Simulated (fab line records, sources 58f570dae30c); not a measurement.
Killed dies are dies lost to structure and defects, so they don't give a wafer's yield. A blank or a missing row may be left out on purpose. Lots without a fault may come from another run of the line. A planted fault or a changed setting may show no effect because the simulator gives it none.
One fault seen from 2 desks | flow berkeley_cmos170 | each desk has only its own numbers; what lay behind them comes last

THE TOOL OWNER'S DESK: furnace-01
The tool's own readings at UCB170_GATE_OXIDATION_01 (target thk 6.6 nm, ox time 1800 s): means of the sampled wafers that have a number, for each lot that ran on this tool. A lot is out of limits, marked OUT, if its mean lies more than 4 standard deviations from the usual mean; the brackets give that distance.
Columns: A = spike_tc_centre_C at UCB170_GATE_OXIDATION_01, usual 852.9 C; B = spike_tc_load_C at UCB170_GATE_OXIDATION_01, usual 875.0 C; C = spike_tc_source_C at UCB170_GATE_OXIDATION_01, usual 872 C; D = tube_center_temp_C at UCB170_GATE_OXIDATION_01, usual 849.99 C; E = tube_center_temp_C_max at UCB170_GATE_OXIDATION_01, usual 852.2
lot  | first seen here | A               | B               | C   | D                        | E
L941 | day 6 12:10     | 852.5           | 872.6           | 875 | 849.96                   | 852.0
L942 | day 6 12:10     | 853.3           | 872.6           | 876 | 849.97                   | 852.4
L943 | day 6 21:46     | 839.1 (-15) OUT | 859.2 (-11) OUT | 860 | 835.93 (-99 or more) OUT | 837.8 (-37) OUT
L944 | day 6 21:46     | 838.7 (-15) OUT | 859.4 (-10) OUT | 860 | 835.93 (-99 or more) OUT | 838.0 (-36) OUT
This desk's finding: out of limits on L943, L944; first on L943, day 6 21:46 (spike_tc_centre_C at UCB170_GATE_OXIDATION_01). In limits: L941, L942.

THE METROLOGY DESK
What the gauges read, lot by lot, whatever tool the lot ran on: means of the sampled wafers that have a number. A lot is out of limits, marked OUT, if its mean lies more than 4 standard deviations from the usual mean; the brackets give that distance.
Columns: A = WELLDRIVE_OXIDE_THK at UCB170_WELLDRIVE_THK_MEAS_02, usual 197 nm; B = GATE_OXIDE_THK at UCB170_GATE_THK_MEAS_02, usual 6.52 nm
lot  | first seen here | A   | B
L938 | day 3 09:43     | 196 | 6.58
L939 | day 3 15:50     | 201 | 6.40
L941 | day 4 03:45     | 198 | 6.65
L942 | day 4 08:38     | 198 | 6.40
L943 | day 4 14:14     | 203 | 5.68 (-6.5) OUT
L944 | day 4 21:55     | 202 | 5.47 (-8.1) OUT
L947 | day 5 07:29     | 194 | 6.60
L946 | day 5 07:29     | 196 | 6.38
L953 | day 6 19:40     | 196 | 6.62
L954 | day 6 23:07     | 193 | 6.31
L955 | day 6 23:07     | 196 | 6.47
L956 | day 7 09:58     | 197 | 6.45
L957 | day 7 09:58     | 204 | 6.43
L960 | day 8 06:54     | 199 | 6.60
This desk's finding: out of limits on L943, L944; first on L943, day 6 23:16 (GATE_OXIDE_THK at UCB170_GATE_THK_MEAS_02). In limits: L938, L939, L941, L942, L947, L946, L953, L954, L955, L956, L957, L960.

PUT TOGETHER
The tool owner's desk could have raised an alarm at day 6 21:46, on L943, L944.
The metrology desk could have raised an alarm at day 6 23:16, on L943, L944.
Of the lots named, all ran UCB170_GATE_OXIDATION_01 on furnace-01.

WHAT THE SIMULATOR HAD PUT IN
Process parameter drift: furnace-01, from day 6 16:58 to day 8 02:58, at UCB170_GATE_OXIDATION_01. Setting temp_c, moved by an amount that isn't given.
Lots struck among those shown: L943, L944.
Hours from the fault's start to each desk's first reading out of limits: the tool owner's desk, 5; the metrology desk, 6.
